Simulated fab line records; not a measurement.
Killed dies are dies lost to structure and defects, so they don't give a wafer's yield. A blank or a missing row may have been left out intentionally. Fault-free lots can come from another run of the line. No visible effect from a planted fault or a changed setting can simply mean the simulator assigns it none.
Split-lot experiment | flow berkeleyCmos170 | 23 wafers read from 5 lots, route of 331 steps

## SPLIT DETAILS
At UCB170_M1_SPUTTER_00 (material Al, target thk 600 nm, time 80 s), the setting powerW was moved away from the recipe's 6000 W on 8 of the 23 wafers read, by -11.6% to -4.4%. All remaining wafers had this setting at the recipe value.

## FROM THE SPLIT ON TO THE READING: in between, the file shows 1 step
- UCB170_M1_RS_MEAS_01: measures by four-point-probe

## THE READING
M1_AL_THK, in nm, at UCB170_M1_THK_MEAS_02 (measures by xrf). A value of 595 nm with a standard deviation of 6.1 nm is what fault-free wafers of this fab line usually give.

wafer  | tool, chamber at the split | powerW as run, W | against the recipe | M1_AL_THK, nm | against lot-mates on the recipe
L074.1 | pvdSputter-03, -           | 6000             | recipe             | 597           | -
L074.4 | pvdSputter-03, -           | 6000             | recipe             | 599           | -
L074.5 | pvdSputter-03, -           | 6000             | recipe             | 593           | -
L079.1 | pvdSputter-01, -           | 5738             | -4.4%              | 574           | -25
L079.2 | pvdSputter-01, -           | 6000             | recipe             | 595           | -
L079.3 | pvdSputter-01, -           | 6000             | recipe             | 603           | -
L079.4 | pvdSputter-01, -           | 5738             | -4.4%              | 571           | -28
L079.6 | pvdSputter-01, -           | 5738             | -4.4%              | 571           | -28
L082.1 | pvdSputter-03, -           | 6000             | recipe             | 602           | -
L082.2 | pvdSputter-03, -           | 6000             | recipe             | 600           | -
L082.3 | pvdSputter-03, -           | 5592             | -6.8%              | 566           | -35
L082.4 | pvdSputter-03, -           | 6000             | recipe             | 601           | -
L082.5 | pvdSputter-03, -           | 5592             | -6.8%              | 558           | -43
L081.1 | pvdSputter-01, -           | 5307             | -11.6%             | 529           | -69
L081.2 | pvdSputter-01, -           | 6000             | recipe             | 595           | -
L081.3 | pvdSputter-01, -           | 6000             | recipe             | 601           | -
L081.5 | pvdSputter-01, -           | 5307             | -11.6%             | 532           | -66
L081.6 | pvdSputter-01, -           | 5307             | -11.6%             | 523           | -75
L084.1 | pvdSputter-04, -           | 6000             | recipe             | 596           | -
L084.2 | pvdSputter-04, -           | 6000             | recipe             | 603           | -
L084.3 | pvdSputter-04, -           | 6000             | recipe             | 598           | -
L084.4 | pvdSputter-04, -           | 6000             | recipe             | 603           | -
L084.6 | pvdSputter-04, -           | 6000             | recipe             | 602           | -

FIT RESULTS
A straight line over all 23 wafers: M1_AL_THK changes by +6.07 nm for each +1% of powerW; r = +0.99; the points scatter about the line by 3.6 nm.
The same after taking each lot's own level away (the mean of its wafers on the recipe; 23 wafers): +6.02 nm for each +1%; r = +0.99; scatter 3.1 nm.
On that fit, the largest move of powerW shifts the reading by 70 nm.
The lots' own levels span 596.3 to 601.0 nm, that is 0.8 times the standard deviation above.
Hence the lot-to-lot level has little effect on the slope; both slopes agree.
Check: -69.7 nm against its lot-mates is what the line predicts for one of the wafers moved furthest among these (-11.6%) when that wafer is left out of the fit. It came out at -69 nm against them.

## FURTHER SPLITS ON THESE WAFERS
Before the reading, these wafers also passed through other splits. Each is held against what the fit with the lots' levels taken away leaves over:
other split on the same wafers    | wafers away from the commonest value | r with M1_AL_THK (lot level and that fit taken away)
UCB170_NSD_IMPLANT_08 energyKev   | 10                                   | +0.20
UCB170_SILICIDE_SPUTTER_01 powerW | 10                                   | -0.07
UCB170_CONTACT_CVD_01 timeS       | 10                                   | -0.08
UCB170_CONTACT_COAT_10 spinRpm    | 12                                   | -0.03

## THE WHOLE CHAIN: every reading that the file lists as answering this split, in the file's order
step                  | what it does                              | reading                                                                    | change (the file's fit)               | r (the file's)
UCB170_M1_SPUTTER_00  | material Al, target thk 600 nm, time 80 s | Al_of_M1_SPUTTER_00.thkNm (the simulator's own value, which no gauge read) | +6 nm for each +1% of the setting     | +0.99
UCB170_M1_RS_MEAS_01  | measures by four-point-probe              | M1_AL_RS                                                                   | -0.000558 for each +1% of the setting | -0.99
UCB170_M1_THK_MEAS_02 | measures by xrf                           | M1_AL_THK                                                                  | +5.99 for each +1% of the setting     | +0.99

## THE FILE'S OWN FIT
M1_AL_THK changes by +5.99 nm for each +1% of powerW, r = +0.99.
